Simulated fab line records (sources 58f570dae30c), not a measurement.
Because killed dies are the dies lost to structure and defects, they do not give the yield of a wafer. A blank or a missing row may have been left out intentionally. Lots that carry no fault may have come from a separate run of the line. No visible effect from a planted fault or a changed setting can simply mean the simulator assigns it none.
Comparing a struck lot with a sound one :: flow berkeley-cmos170 :: 38 steps out of a route of 331
Sound: wafers L179.3, L179.5, L179.6. Wafers L187.1, L187.2, L187.6 were the ones struck. The cause comes at the end.
Order at every step that has rows: each side's tool, ch and its chambers, its first start. Under that, the readings that differ: sound wafers :: struck wafers :: difference of the means :: sigmas: that difference in standard deviations of wafers without a fault.
alike: readings with means less than 2 such deviations apart, plus words and numbers identical on both sides. not compared: withheld readings, readings lacking a value on some wafer, bounds such as >300 that could conceal the same value, and numbers that have no deviation in the record and whose values overlap.
A row with sigmas, a row that says differs or no value, or rows on one side alone: a step with any of these is where the two part. When numbers do not overlap yet have no deviation, they are printed without sigmas and do not part them. A reading missing from all wafers of one side parts the sides only when that side holds two or more wafers.

UCB170_SPACER_CVD_00: deposits SiO2 from TEOS/O2, target thk 376 nm, time 47 s.
  sound on pecvd-04 ch 0,2, day 7 19:22; struck on pecvd-01 ch 0,1,2, day 9 20:53
  alike: heater-power-w, pressure-mtorr, susceptor-temp-C
UCB170_SPACER_THK_MEAS_01:
  sound on film-metro-03 at day 7 19:26; struck on film-metro-02 at day 9 20:56
  alike: SPACER_TEOS_THK
then, 1 step without rows for these wafers: UCB170_SPACER_ANNEAL_02 (time 1800 s).
UCB170_SPACER_ETCHBACK_03: etches SiO2 in CHF3/CF4/Ar, stops on Si, target depth 376 nm, time 100 s.
  sound on rie-diel-01 ch 0,1,2, day 8 02:08; struck on rie-diel-02 ch 0,1, day 10 11:17
  alike: drypump-motor-current-A, oes-product-au, throttle-valve-pct
  not compared: rf-hours-counter-h
then, 6 steps without rows for these wafers: UCB170_PSD_HMDS_00 (prime time 60 s); UCB170_PSD_COAT_01 (resist thk 900 nm); UCB170_PSD_SOFTBAKE_02 (time 60 s); UCB170_PSD_EXPOSE_03 (exposes mask PSELECT MOD, target cd 1200 nm); UCB170_PSD_PEB_04; UCB170_PSD_DEVELOP_05 (develop time 45 s).
UCB170_PSD_CD_MEAS_06: target cd 1200 nm.
  sound on cd-sem-01 at day 8 03:26; struck on cd-sem-02 at day 10 12:34
reading: cd-nm (nm)
sound: 1196.8 1196.9 1194.9
struck: 1201.9 1201.0 1200.9
difference: +5.1
sigmas: +3
UCB170_PSD_OVL_MEAS_07:
  sound on overlay-02 at day 8 03:32; struck on overlay-02 at day 10 12:41
  alike: PSD_OVL
UCB170_PSD_IMPLANT_08:
  sound on implanter-03 ch 0, day 8 03:37; struck on implanter-02 ch 0, day 10 13:02
  alike: beam-on-s
UCB170_PSD_STRIP_09: strips in O2.
  sound on plasma-asher-01 ch 0,1, day 8 03:44; struck on plasma-asher-03 ch 0,1, day 10 13:19
reading: oes-product-au (a.u.)
sound: 0.596 0.602 0.594
struck: 0.518 0.517 0.515
difference: -0.081
sigmas: -18

reading: strip-time-to-endpoint-s (s)
sound: 29.45 29.36 29.45
struck: 37.51 37.51 37.51
difference: +8.09
sigmas: +99
  alike: drypump-motor-current-A
  not compared: rf-hours-counter-h
UCB170_PSD_TW_MEAS_10:
  sound on film-metro-01 at day 8 03:50; struck on film-metro-03 at day 10 13:25
reading: PSD_TW
sound: 2339 2331 2323
struck: 2867 2865 2880
difference: +540
sigmas: +54
then, 7 steps without rows for these wafers: UCB170_PSD_CLEAN_11 (cleans in SPM, time 600 s); UCB170_NSD_HMDS_00 (prime time 60 s); UCB170_NSD_COAT_01 (resist thk 900 nm); UCB170_NSD_SOFTBAKE_02 (time 60 s); UCB170_NSD_EXPOSE_03 (exposes mask NSELECT MOD, target cd 1200 nm); UCB170_NSD_PEB_04; UCB170_NSD_DEVELOP_05 (develop time 45 s).
UCB170_NSD_CD_MEAS_06: target cd 1200 nm.
  sound on cd-sem-01 at day 8 05:14; struck on cd-sem-01 at day 10 14:44
  alike: cd-nm
UCB170_NSD_OVL_MEAS_07:
  sound on overlay-01 at day 8 05:20; struck on overlay-01 at day 10 14:52
  alike: NSD_OVL
after that, 1 step had no rows for these wafers: UCB170_NSD_IMPLANT_08.
UCB170_NSD_STRIP_09: strips in O2.
  sound on plasma-asher-03 ch 0,1, day 8 05:32; struck on plasma-asher-01 ch 0,1, day 10 15:02
  alike: drypump-motor-current-A, oes-product-au, strip-time-to-endpoint-s
  not compared: rf-hours-counter-h
UCB170_NSD_TW_MEAS_10:
  sound on film-metro-01 at day 8 05:37; struck on film-metro-01 at day 10 15:08
  alike: NSD_TW
then, 6 steps without rows for these wafers: UCB170_NSD_CLEAN_11 (cleans in SPM, time 600 s); UCB170_BACKSIDE_HMDS_00 (prime time 60 s); UCB170_BACKSIDE_COAT_01 (resist thk 900 nm); UCB170_BACKSIDE_SOFTBAKE_02 (time 60 s); UCB170_BACKSIDE_STRIP_03 (strips in O2); UCB170_BACKSIDE_CLEAN_04 (cleans in SPM, time 600 s).
UCB170_SDANNEAL_RTA_00: time 10 s.
  sound on rtp-anneal-01 ch 0, day 8 06:41; struck on rtp-anneal-02 ch 0, day 10 16:09
  alike: lamp-power-pct, wafer_temp_C_max
UCB170_SDANNEAL_RTA_01: time 5 s.
  sound on rtp-anneal-01 ch 0, day 8 06:45; struck on rtp-anneal-02 ch 0, day 10 16:13
reading: wafer_temp_C_max
sound: 1052.1 1053.0 1051.5
struck: 1055.7 1054.6 1052.9
difference: +2.2
sigmas: +2
  alike: lamp-power-pct
UCB170_SDANNEAL_RS_MEAS_02: measures by four-point-probe.
  sound on film-metro-01 at day 8 06:50; struck on film-metro-03 at day 10 16:17
reading: PSD_RS (ohm/sq)
sound: 75.69 76.07 76.03
struck: 53.78 53.72 53.68
difference: -22.20
sigmas: -79
UCB170_SDANNEAL_RS_MEAS_03: measures by four-point-probe.
  sound on film-metro-01 at day 8 06:57; struck on film-metro-03 at day 10 16:24
  alike: NSD_RS
after that, 1 step had no rows for these wafers: UCB170_M3_PROBE_99.

WHERE THEY PART
First at UCB170_PSD_CD_MEAS_06; last, within this record, at UCB170_SDANNEAL_RS_MEAS_02. Later steps at which nothing parts them and some readings are alike: UCB170_SDANNEAL_RS_MEAS_03.

WHY: what had been put in by the simulator
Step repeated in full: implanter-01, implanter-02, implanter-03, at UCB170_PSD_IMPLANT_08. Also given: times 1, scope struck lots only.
